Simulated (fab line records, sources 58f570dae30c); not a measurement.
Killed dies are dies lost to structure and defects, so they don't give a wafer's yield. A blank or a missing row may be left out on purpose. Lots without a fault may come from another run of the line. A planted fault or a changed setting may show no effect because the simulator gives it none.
Which tool did it? | flow berkeley_cmos170 | 14 lots, 42 wafers sampled, at 2 steps of a route of 331

WHAT THE GAUGES READ, wafer by wafer
UCB170_V1_THK_MEAS_01.
lot  | measured     | on            | V1_TEOS_THK (nm)
L229 | day 7 19:21  | film_metro-03 | 2028 2032 2033
L231 | day 8 00:47  | film_metro-02 | 1979 2032 1998
L232 | day 8 05:23  | film_metro-03 | 1975 2011 2062
L233 | day 8 22:29  | film_metro-02 | 2023 1975 2050
L234 | day 8 22:29  | film_metro-03 | 1987 2059 2006
L235 | day 8 22:30  | film_metro-01 | 1973 2010 2045
L236 | day 8 22:40  | film_metro-03 | 1979 1979 2021
L238 | day 9 17:50  | film_metro-02 | 1997 1991 2026
L245 | day 10 21:17 | film_metro-03 | 2003 1973 2011
L247 | day 10 21:17 | film_metro-01 | 1987 2002 2022
L249 | day 11 08:19 | film_metro-01 | 2025 2185 2032
L250 | day 11 08:20 | film_metro-02 | 2031 2064 2009
L248 | day 11 08:28 | film_metro-03 | 2166 2224 2042
L251 | day 11 23:02 | film_metro-01 | 1966 1980 1993

WHICH TOOL RAN EACH LOT (tool, then ch and the chambers of the sampled wafers, then the start)
lot  | UCB170_V1_CVD_00
L229 | pecvd-04 ch 0,1,2, day 7 19:12
L231 | pecvd-01 ch 1,2, day 8 00:38
L232 | pecvd-02 ch 0,1, day 8 05:14
L233 | pecvd-01 ch 1,2, day 8 22:20
L234 | pecvd-02 ch 0,1,2, day 8 22:20
L235 | pecvd-04 ch 0,1,2, day 8 22:20
L236 | pecvd-01 ch 1,2, day 8 22:30
L238 | pecvd-01 ch 0,1,2, day 9 17:41
L245 | pecvd-02 ch 0,1,2, day 10 21:08
L247 | pecvd-01 ch 0,2, day 10 21:08
L249 | pecvd-01 ch 1,2, day 11 08:08
L250 | pecvd-04 ch 0,1,2, day 11 08:13
L248 | pecvd-01 ch 0,2, day 11 08:18
L251 | pecvd-02 ch 1,2, day 11 22:52
- UCB170_V1_CVD_00: deposits SiO2 from TEOS/O2, target thk 2000 nm, time 250 s.

WHAT THE TOOLS THEMSELVES READ (means of the sampled wafers that have a number; where no wafer has one, the mark that the record gives instead)
UCB170_V1_CVD_00.
lot  | tool     | heater_power_w (W) | run_length_s (s)
L229 | pecvd-04 | 237                | 277.9
L231 | pecvd-01 | 257                | 278.7
L232 | pecvd-02 | 222                | 277.3
L233 | pecvd-01 | 238                | 278.3
L234 | pecvd-02 | 209                | 278.1
L235 | pecvd-04 | 213                | 277.7
L236 | pecvd-01 | 228                | 278.3
L238 | pecvd-01 | 213                | 278.3
L245 | pecvd-02 | 266                | 277.9
L247 | pecvd-01 | 294                | 278.3
L249 | pecvd-01 | 248                | 287.2
L250 | pecvd-04 | 198                | 277.8
L248 | pecvd-01 | 246                | 295.4
L251 | pecvd-02 | 224                | 277.4

THE ANSWER, worked out from the rows above alone
Rule: what is usual is taken from the lots themselves. Put in order of their means at a reading, lots are off if they are a third of the lots or fewer, leave a main group of 4 or more, and stand apart from it by a gap of 3 or more times the standard deviation of the main group's means; of several such gaps the widest counts. A main group whose means are all the same, to the digits that the tables above print for the reading, isn't used. A lot without any number at a reading at which 4 lots or more have one is off too. The other lots that the step has rows for count as sound. The gauges are gone through in route order, then the tools' own readings, and for those a lot's mean is taken as printed above. The first step at which some lot is off is used, and at that step the reading that is off furthest; a lot without a number counts as furthest.
Off: L249, L248, at UCB170_V1_THK_MEAS_01 (V1_TEOS_THK). The main group: mean 2009 nm, standard deviation 15.
A tool fits if, at a process step before that reading, it ran every lot that is off, and no sound lot after the first of them. The gauges at UCB170_V1_THK_MEAS_01 aren't tried: what is off there is off at UCB170_V1_CVD_00 too, on other tools, and a gauge's error can't cause that. One fits: pecvd-01 at UCB170_V1_CVD_00. Its last sound lot is L247 (day 10 21:08), its first lot that is off L249 (day 11 08:08): a fault that began between those two fits.
The tool's own readings at UCB170_V1_CVD_00 bear it out: on the lots that are off they differ by more than 5 times the standard deviation of the sound lots' means. run_length_s reads 291.3 s there against 278.0 s on the sound lots.

WHAT THE SIMULATOR HAD PUT IN
Process parameter drift: pecvd-01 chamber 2, from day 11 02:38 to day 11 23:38, at UCB170_V1_CVD_00. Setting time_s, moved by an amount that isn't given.
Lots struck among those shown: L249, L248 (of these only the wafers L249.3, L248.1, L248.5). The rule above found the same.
